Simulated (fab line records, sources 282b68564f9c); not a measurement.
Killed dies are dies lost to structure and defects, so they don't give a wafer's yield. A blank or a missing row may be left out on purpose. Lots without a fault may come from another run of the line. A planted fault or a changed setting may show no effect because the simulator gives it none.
fab line records | flow rit_cmos
record lots=13 wafers=39 last_day=7
route steps=202 shown FOX2@26 M1@202
lots that met no fault: from a run of the same line without faults
start_h: hours from the record's first day to the start of the lot's first wafer shown | wait_h: hours since the lot's step before | " the same as in the row above | L1.1+2: a row that stands for several wafers | - no value, or no start given | * or withheld: withheld | < > ~ a bound
route shown NAME@n: a module of which the file shows steps, and the number in the route of the first | usual: mean/standard deviation of fault-free wafers | same: alike in all rows | chamber/n: place in a boat | sites: the reading at each site | _std_site: their standard deviation | _edge_site: outer sites' mean less inner sites' | radius_mm: how far each site lies from the wafer's centre | mask NAME#n: copy n | behind: the tool/chamber that last shaped the wafer | hold: why the lot was held/for how many hours/how that ended | device: the transistor (n, p or np) that didn't switch | end of line: the same wafers' tests at the end of the route | a step without rows: its recipe alone | killed: dies lost to structure and defects at the first sort, not the wafer's yield | map: a wafer's dies, x killed, . not, _ none there
set.NAME: the setting as run; set.NAME@STEP: as run at that earlier step | model.NAME: the simulator's own value behind a step, which no gauge read
steps of the route over a sample of lots; a table a step, a row a wafer
services: from which hour (start_h, from the record's first day; less than 0 if before it) a tool's chamber was out of use, for how many hours, and why
## steps
# step RIT_FOX2_WET_ETCH_03
# recipe chemistry=H3PO4 target=Si3N4 target_depth_nm=195 temp_c=165 time_s=2700
# usual run_length_s=2729/4.1 temp_c=165.01/0.16
# columns lot.wafer tool chamber start_h wait_h run_length_s temp_c
L245.1 wet_bench-03 1 29.05 0.0 2732 165.01
L245.5 " 1 " " 2732 164.85
L245.6 " 1 " " 2732 164.85
L246.1 wet_bench-04 3 33.49 0.0 2724 164.82
L246.2 " 3 " " 2724 165.16
L246.3 " 3 " " 2724 164.72
L247.1 wet_bench-04 3 41.43 0.0 2731 165.20
L247.3 " 3 " " 2731 165.24
L247.5 " 3 " " 2731 165.21
L249.2 wet_bench-04 2 56.51 0.0 2725 164.74
L249.3 " 2 " " 2725 165.00
L249.5 " 2 " " 2725 165.02
L250.1 wet_bench-04 3 62.89 0.0 2733 165.04
L250.3 " 3 " " 2733 164.83
L250.4 " 3 " " 2733 164.87
L251.1 wet_bench-03 1 64.70 0.0 2725 165.09
L251.2 " 1 " " 2725 165.12
L251.4 " 1 " " 2725 165.13
L252.1 wet_bench-03 2 66.38 0.0 2733 164.74
L252.2 " 2 " " 2733 164.82
L252.4 " 2 " " 2733 164.95
L253.4 wet_bench-04 0 69.99 0.0 2727 165.00
L253.5 " 0 " " 2727 165.09
L253.6 " 0 " " 2727 165.08
L254.1 wet_bench-04 1 79.28 0.0 5424 164.83
L254.2 " 1 " " 5424 165.12
L254.4 " 1 " " 5424 165.09
L257.3 wet_bench-02 3 90.05 0.0 2726 165.04
L257.4 " 3 " " 2726 164.97
L257.5 " 3 " " 2726 165.06
L262.1 wet_bench-02 2 117.21 0.0 2731 164.89
L262.4 " 2 " " 2731 164.88
L262.6 " 2 " " 2731 165.10
L263.1 wet_bench-02 1 121.07 0.0 2736 165.12
L263.3 " 1 " " 2736 165.17
L263.4 " 1 " " 2736 164.85
L264.1 wet_bench-03 1 125.42 0.0 2725 165.15
L264.3 " 1 " " 2725 165.22
L264.5 " 1 " " 2725 165.48
# step RIT_M1_PROBE_99
# usual killed_at_front_end=6.8/3 killed_dies=6.9/3 killed_open=3.3/1.9 killed_short=3.6/1.9
# same gross_dies=264 killed_at_M0_to_M3=0 killed_at_M4_up=0 killed_at_back_side=0 killed_at_contacts=0 killed_at_other=0
# columns lot.wafer tool chamber start_h wait_h killed_at_front_end killed_dies killed_open killed_short
L254.1 prober-01 - 119.94 0.1 11 11 5 6
L254.2 prober-01 - 119.99 0.1 10 10 3 7
L254.4 prober-01 - 120.09 0.2 4 4 3 1
# killed by level:class
L254.1 GATE:geometric_particle:short=5 GATE:geometric_particle:open=5 SILICIDE:geometric_particle:short=1
L254.2 GATE:geometric_particle:short=3 GATE:geometric_particle:open=2 SILICIDE:geometric_particle:short=2 FOX1:geometric_particle:open=1 FOX2:geometric_particle:short=1 REOX:geometric_particle:short=1
L254.4 FOX1:geometric_particle:open=2 GATE:geometric_particle:short=1 GATE:geometric_particle:open=1
## services
# columns tool chamber start_h hours kind
wet_bench-02 - 9.67 62.7 repair
## key
first_sign step=RIT_FOX2_WET_ETCH_03 reading=run_length_s direction=up sigmas=99+ usual=* struck=*
effect none on later readings
met_at RIT_FOX2_WET_ETCH_03
struck_lots L254
struck_wafers L254.1,L254.2,L254.4
tester_left_out L254
fault kind=process_parameter_drift tool=wet_bench-04 chamber=1 onset_h=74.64 steps=RIT_FOX2_WET_ETCH_03 channel=time_s offset=* shape=step end_h=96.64 acts_in=* stated=*
# tester_left_out: of these lots the tester's yield and bins aren't shown, on N5 and GAA mostly nor the transistor test; their killed dies are dies lost to structure and defects alone, not to doping, threshold or leakage, so they don't give the yield
